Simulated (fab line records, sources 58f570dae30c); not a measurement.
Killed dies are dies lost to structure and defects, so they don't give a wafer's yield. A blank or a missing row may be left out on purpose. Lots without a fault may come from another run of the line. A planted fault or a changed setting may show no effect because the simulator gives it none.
Split-lot experiment | flow berkeley_cmos170 | 5 lots, 23 wafers read, on a route of 331 steps

THE SPLIT
At UCB170_ACTIVE_PEB_11, the setting peb_temp_c was moved away from the recipe's 130 C on 9 of the 23 wafers read, by -1.9% to +2.1%. The other wafers ran this setting at the recipe's value.

FROM THE SPLIT TO THE READING: what the file shows between them, 4 steps
- UCB170_ACTIVE_DEVELOP_12: develop time 45 s
- UCB170_ACTIVE_CD_MEAS_13: target cd 1200 nm
- UCB170_ACTIVE_ETCH_15: etches Si3N4 in CH3F/Ar/O2, stops on SiO2, target depth 242 nm, time 151 s
- UCB170_ACTIVE_STRIP_16: strips in O2

THE READING
cd_nm, in nm, at UCB170_ACTIVE_CD_MEAS_90 (target cd 1200 nm). Fault-free wafers of this fab line usually give 1198.9 nm, standard deviation 1.1 nm.

wafer  | tool, chamber at the split | peb_temp_c as run, C | against the recipe | cd_nm, nm | against lot-mates on the recipe
L074.1 | litho_track-04, 0          | 130                  | recipe             | 1201.9    | -
L074.2 | litho_track-04, 0          | 132.4                | +1.8%              | 1186.8    | -14.3
L074.4 | litho_track-04, 0          | 132.4                | +1.8%              | 1186.2    | -14.9
L074.5 | litho_track-04, 0          | 130                  | recipe             | 1200.2    | -
L074.6 | litho_track-04, 0          | 132.4                | +1.8%              | 1187.7    | -13.4
L076.1 | litho_track-03, 0          | 132.7                | +2.1%              | 1184.0    | -14.6
L076.2 | litho_track-03, 0          | 132.7                | +2.1%              | 1182.1    | -16.5
L076.3 | litho_track-03, 0          | 130                  | recipe             | 1197.9    | -
L076.5 | litho_track-03, 0          | 130                  | recipe             | 1198.2    | -
L076.6 | litho_track-03, 0          | 130                  | recipe             | 1199.6    | -
L084.1 | litho_track-01, 0          | 130                  | recipe             | 1198.9    | -
L084.2 | litho_track-01, 0          | 130                  | recipe             | 1198.4    | -
L084.3 | litho_track-01, 0          | 127.5                | -1.9%              | 1218.9    | +20.2
L084.4 | litho_track-01, 0          | 127.5                | -1.9%              | 1218.1    | +19.4
L084.5 | litho_track-01, 0          | 130                  | recipe             | 1198.7    | -
L085.1 | litho_track-04, 0          | 130                  | recipe             | 1198.5    | -
L085.2 | litho_track-04, 0          | 130                  | recipe             | 1199.1    | -
L085.4 | litho_track-04, 0          | 130                  | recipe             | 1198.8    | -
L083.1 | litho_track-04, 0          | 130                  | recipe             | 1198.5    | -
L083.2 | litho_track-04, 0          | 130                  | recipe             | 1198.7    | -
L083.3 | litho_track-04, 0          | 130                  | recipe             | 1198.7    | -
L083.5 | litho_track-04, 0          | 131.6                | +1.2%              | 1189.7    | -8.9
L083.6 | litho_track-04, 0          | 131.6                | +1.2%              | 1189.4    | -9.2

THE FIT
A straight line over all 23 wafers: cd_nm changes by -8.15 nm for each +1% of peb_temp_c; r = -0.98; the points scatter about the line by 1.7 nm.
The same after taking each lot's own level away (the mean of its wafers on the recipe; 23 wafers): -8.47 nm for each +1%; r = -0.99; scatter 1.3 nm.
On that fit, the largest move of peb_temp_c shifts the reading by 18 nm.
The lots' own levels span 1198.57 to 1201.05 nm, that is 2.3 times the standard deviation above.
So the lot-to-lot level changes the slope little: the two slopes agree.
Check: with one of the wafers moved furthest among these (+2.1%) left out of the fit, the line predicts -17.2 nm for it against its lot-mates. It came out at -14.6 nm against them.

OTHER SPLITS ON THESE WAFERS
These wafers also went through other splits before the reading. Each is held against what the fit with the lots' levels taken away leaves over:
other split on the same wafers       | wafers away from the commonest value | r with cd_nm (lot level and that fit taken away)
UCB170_START_OXIDATION_02 temp_c     | 10                                   | -0.03
UCB170_NWELL_IMPLANT_14 energy_kev   | 8                                    | -0.18
UCB170_PWELL_OXIDATION_02 ox_time_s  | 5                                    | -0.04
UCB170_WELLDRIVE_OXIDATION_01 temp_c | 10                                   | +0.16

THE WHOLE CHAIN: every reading that the file lists as answering this split, in the file's order
step                     | what it does                                                               | reading                                                       | change (the file's fit)              | r (the file's)
UCB170_ACTIVE_CD_MEAS_13 | target cd 1200 nm                                                          | cd_nm                                                         | -8.41 nm for each +1% of the setting | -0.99
UCB170_ACTIVE_ETCH_15    | etches Si3N4 in CH3F/Ar/O2, stops on SiO2, target depth 242 nm, time 151 s | ACTIVE.cd_nm (the simulator's own value, which no gauge read) | -8.39 nm for each +1% of the setting | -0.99
UCB170_ACTIVE_CD_MEAS_90 | target cd 1200 nm                                                          | cd_nm                                                         | -8.32 nm for each +1% of the setting | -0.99

THE FILE'S OWN FIT
cd_nm changes by -8.32 nm for each +1% of peb_temp_c, r = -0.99.
